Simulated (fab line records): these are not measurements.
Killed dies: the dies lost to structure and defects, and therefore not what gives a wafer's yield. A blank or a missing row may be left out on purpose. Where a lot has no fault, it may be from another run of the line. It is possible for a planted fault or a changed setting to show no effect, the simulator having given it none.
Code-filled problem report in 8D (eight disciplines) form / flow berkeley cmos170 / the parts of the form that need people (team, actions taken, sign-off) are left out

1. WHAT WENT WRONG
spin speed rpm at UCB170_M3_COAT_09 reads a mean of 3403.9 rpm on 4 wafers of 2 lots; wafers without a fault read 3000.2 rpm with a standard deviation of 2.3. So: +99 or more standard deviations from the usual mean.
Earliest sighting: wafer L355.6 on litho track-04 at day 13 07:10. At this step, 40 wafers from 14 lots have a number in the record. Rule for "out" (also "out of limits"): further than 4 standard deviations from the usual mean. The rest of the wafers with a number are treated as sound.

2. WHAT IT IS, AND WHAT IT ISN'T
question=which readings at this step | is=spin speed rpm | is not=dispense pressure kPa, exhaust pa
question=which lots | is=L355, L359 | is not=L338, L340, L342, L345, L346, L347, L350, L351, L354, L356, L357, L360
question=which wafers of those lots | is=all that have a number | is not=-
question=read on which tools | is=litho track-04 | is not=litho track-01, litho track-02
question=when | is=from day 13 07:10 | is not=up to then (33 sound wafers); but 3 sound wafers of L360 came after

3. SUSPECTS, AND WHAT RULES EACH OUT
Counting: a tool at any process step up to the reading remains a suspect when it ran all the lots that are out and ran no sound lot after the first of those.
- litho track-04 at UCB170_M3_COAT_09: kept. All lots that are out passed through it, beginning with L355 at day 13 07:10, and no sound lot followed; its final sound lot before that point was L351 at day 11 11:18. Its own readings are out on those wafers: spin speed rpm.
After counting, what remains is litho track-04 at UCB170_M3_COAT_09.

4. THE CAUSE (what the simulator had put in)
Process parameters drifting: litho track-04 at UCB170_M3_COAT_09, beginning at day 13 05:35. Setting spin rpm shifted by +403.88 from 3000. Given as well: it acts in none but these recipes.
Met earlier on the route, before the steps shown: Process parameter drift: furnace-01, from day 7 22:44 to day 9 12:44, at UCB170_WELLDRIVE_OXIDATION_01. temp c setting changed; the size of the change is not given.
After counting, this tool was the only one left.

5. THE CHAIN OF EFFECTS, in route order
One row per reading whose mean, taken over the struck wafers that have a number, lies over 3 standard deviations from the usual. Only readings whose record carries a usual standard deviation are examined. hours: median over the lots of the time between each lot's start at the first step of this table that gives one and its start at this step. sigmas: the change, counted in usual standard deviations.
hours=0; step=UCB170_M3_COAT_09; reading=spin speed rpm; usual=3000.2 rpm; on struck wafers=3403.9; change=+403.7; sigmas=+99 or more
Its process steps:
- UCB170_M3_COAT_09
At these later measuring or inspecting steps, every struck wafer for which the step has a row has a number for every such reading, and none has moved that far: UCB170_M3_CD_MEAS_90.

6. HOW IT WOULD HAVE BEEN CAUGHT EARLIER
2 hours passed between the start of the fault at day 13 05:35 and the first reading out of limits in this record, taken at day 13 07:10.
